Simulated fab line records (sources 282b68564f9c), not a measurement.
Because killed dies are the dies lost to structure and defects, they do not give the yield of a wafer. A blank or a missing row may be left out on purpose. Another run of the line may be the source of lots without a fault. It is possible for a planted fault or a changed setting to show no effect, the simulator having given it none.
Which of the tools did it?    flow rit cmos    Sampling: 14 lots, 42 wafers, 5 of 202 route steps

WHAT THE GAUGES READ, wafer by wafer
RIT_FOX2_THK_MEAS_91.
lot   measured     on             FIELD_OXIDE_LEFT_2_THK (nm)
L837  day 2 09:32  film metro-04  234 244 242
L838  day 2 13:27  film metro-03  251 244 251
L841  day 3 03:53  film metro-04  233 232 232
L844  day 3 20:01  film metro-04  233 234 233
L849  day 4 21:56  film metro-04  235 235 237
L851  day 5 06:08  film metro-04  228 232 231
L852  day 5 12:04  film metro-02  229 233 233
L854  day 5 21:53  film metro-04  237 237 236
L855  day 6 02:09  film metro-03  231 231 231
L856  day 6 06:46  film metro-04  232 235 239
L857  day 6 11:52  film metro-03  232 239 242
L858  day 6 17:14  film metro-03  235 232 234
L859  day 6 22:18  film metro-03  224 221 224
L860  day 7 03:18  film metro-04  232 241 237

RIT_SDANNEAL_RS_MEAS_07: the measuring method here is four-point-probe.
lot   measured     on             NLDD_RS (ohm/sq)
L837  day 3 03:06  film metro-02  152.3 152.3 152.3
L838  day 3 11:07  film metro-03  151.8 151.9 151.7
L841  day 3 22:33  film metro-01  150.6 150.7 150.6
L844  day 4 19:41  film metro-01  151.1 151.6 152.0
L849  day 5 14:51  film metro-02  151.5 151.3 151.2
L851  day 5 23:30  film metro-02  151.1 151.5 152.1
L852  day 6 05:31  film metro-02  151.3 151.3 151.7
L854  day 6 15:28  film metro-02  151.7 151.7 151.6
L855  day 6 19:38  film metro-01  151.5 151.8 151.7
L856  day 7 00:02  film metro-01  151.2 151.0 151.4
L857  day 7 05:39  film metro-02  151.8 151.8 152.1
L858  day 7 11:44  film metro-01  151.1 152.0 150.7
L859  day 7 15:33  film metro-02  151.8 151.7 151.6
L860  day 7 20:31  film metro-03  151.3 151.2 151.7

RIT_CONTACT_THK_MEAS_01.
lot   measured     on             CONTACT_TEOS_THK (nm)
L837  day 3 03:47  film metro-02  402 415 404
L838  day 3 11:49  film metro-01  394 386 396
L841  day 3 23:14  film metro-01  399 407 579
L844  day 4 20:22  film metro-02  567 398 407
L849  day 5 15:32  film metro-01  398 404 401
L851  day 6 00:10  film metro-02  393 403 399
L852  day 6 06:11  film metro-04  400 397 406
L854  day 6 16:09  film metro-04  394 404 402
L855  day 6 20:20  film metro-02  396 396 393
L856  day 7 00:44  film metro-01  404 402 406
L857  day 7 06:20  film metro-01  397 402 399
L858  day 7 12:25  film metro-04  389 400 402
L859  day 7 16:14  film metro-02  397 408 402
L860  day 7 21:12  film metro-01  393 399 399

EACH LOT AND THE TOOL THAT RAN IT (in order: tool; ch and the chambers of the sampled wafers; start)
lot   RIT_NLDD_SOFTBAKE_02              RIT_CONTACT_CVD_00
L837  litho track-01 ch 0, day 2 17:49  pecvd-03 ch 1,2, day 3 03:44
L838  litho track-04 ch 0, day 3 00:41  pecvd-01 ch 0,1,2, day 3 11:46
L841  litho track-03 ch 0, day 3 13:32  pecvd-03 ch 0,1,2, day 3 23:10
L844  litho track-03 ch 0, day 4 09:41  pecvd-03 ch 1,2, day 4 20:18
L849  litho track-04 ch 0, day 5 05:56  pecvd-01 ch 1,2, day 5 15:29
L851  litho track-03 ch 0, day 5 14:24  pecvd-04 ch 0,2, day 6 00:06
L852  litho track-04 ch 0, day 5 20:23  pecvd-01 ch 0,2, day 6 06:08
L854  litho track-03 ch 0, day 6 06:46  pecvd-04 ch 0,1,2, day 6 16:06
L855  litho track-01 ch 0, day 6 10:07  pecvd-01 ch 0,1, day 6 20:17
L856  litho track-03 ch 0, day 6 15:06  pecvd-03 ch 0,1, day 7 00:40
L857  litho track-01 ch 0, day 6 20:16  pecvd-04 ch 0,1,2, day 7 06:17
L858  litho track-04 ch 0, day 7 02:34  pecvd-01 ch 0,2, day 7 12:22
L859  litho track-04 ch 0, day 7 06:17  pecvd-03 ch 1,2, day 7 16:11
L860  litho track-03 ch 0, day 7 11:16  pecvd-04 ch 1,2, day 7 21:08
- RIT_NLDD_SOFTBAKE_02: time 62.36 s.
- RIT_CONTACT_CVD_00: deposits SiO2 from TEOS, target thk 400 nm, time 61 s.

WHAT THE TOOLS THEMSELVES READ (means of the sampled wafers that have a number; where no wafer has one, the mark that the record gives instead)
RIT_NLDD_SOFTBAKE_02.
lot   tool            plate sensor t centre C (C)  plate sensor t edge C (C)  softbake temp c (C)
L837  litho track-01  90.967                       91.015                     90.18
L838  litho track-04  90.965                       91.016                     89.82
L841  litho track-03  90.981                       91.024                     89.93
L844  litho track-03  90.966                       91.022                     90.00
L849  litho track-04  90.974                       91.022                     90.10
L851  litho track-03  90.967                       91.017                     90.00
L852  litho track-04  90.958                       91.031                     90.10
L854  litho track-03  90.970                       91.016                     89.92
L855  litho track-01  90.969                       91.023                     90.05
L856  litho track-03  90.966                       91.012                     90.19
L857  litho track-01  90.967                       91.016                     89.99
L858  litho track-04  90.960                       91.019                     89.93
L859  litho track-04  90.962                       91.022                     89.90
L860  litho track-03  90.973                       91.025                     89.94

RIT_CONTACT_CVD_00.
lot   tool      heater power w (W)  susceptor temp C (C)
L837  pecvd-03  295                 389.71
L838  pecvd-01  304                 390.09
L841  pecvd-03  310                 389.96
L844  pecvd-03  262                 389.87
L849  pecvd-01  308                 389.96
L851  pecvd-04  418                 389.95
L852  pecvd-01  317                 389.93
L854  pecvd-04  379                 390.07
L855  pecvd-01  318                 389.70
L856  pecvd-03  289                 389.94
L857  pecvd-04  382                 390.14
L858  pecvd-01  285                 389.94
L859  pecvd-03  321                 390.07
L860  pecvd-04  344                 389.93

THE ANSWER, worked out from the rows above alone
Rule: what is usual is taken from the lots themselves. Put in order of their means at a reading, lots are off if they are a third of the lots or fewer, leave a main group of 4 or more, and stand apart from it by a gap of 3 or more times the standard deviation of the main group's means; of several such gaps the widest counts. The tables above print the reading to a certain number of digits; a main group whose means all agree to those digits is not used. A lot without any number at a reading at which 4 lots or more have one is off too. All remaining lots with rows at the step are treated as sound. After the gauges, taken in route order, come the tools' own readings; for these a lot's mean is taken, as printed above. At the first step where some lot is off, the reading lying furthest off is the one used; lots without a number count as furthest.
Off: at RIT_CONTACT_THK_MEAS_01 (CONTACT_TEOS_THK), L841, L844. The main group has a mean of 400 nm with a standard deviation of 3.9.
If a tool, at a process step before that reading, ran all the lots that are off and no sound lot after the first of them, it fits. Those tools and the gauges at RIT_CONTACT_THK_MEAS_01 are tried in the same way. Not one of the candidates tried fits.

WHAT WAS PUT IN BY THE SIMULATOR
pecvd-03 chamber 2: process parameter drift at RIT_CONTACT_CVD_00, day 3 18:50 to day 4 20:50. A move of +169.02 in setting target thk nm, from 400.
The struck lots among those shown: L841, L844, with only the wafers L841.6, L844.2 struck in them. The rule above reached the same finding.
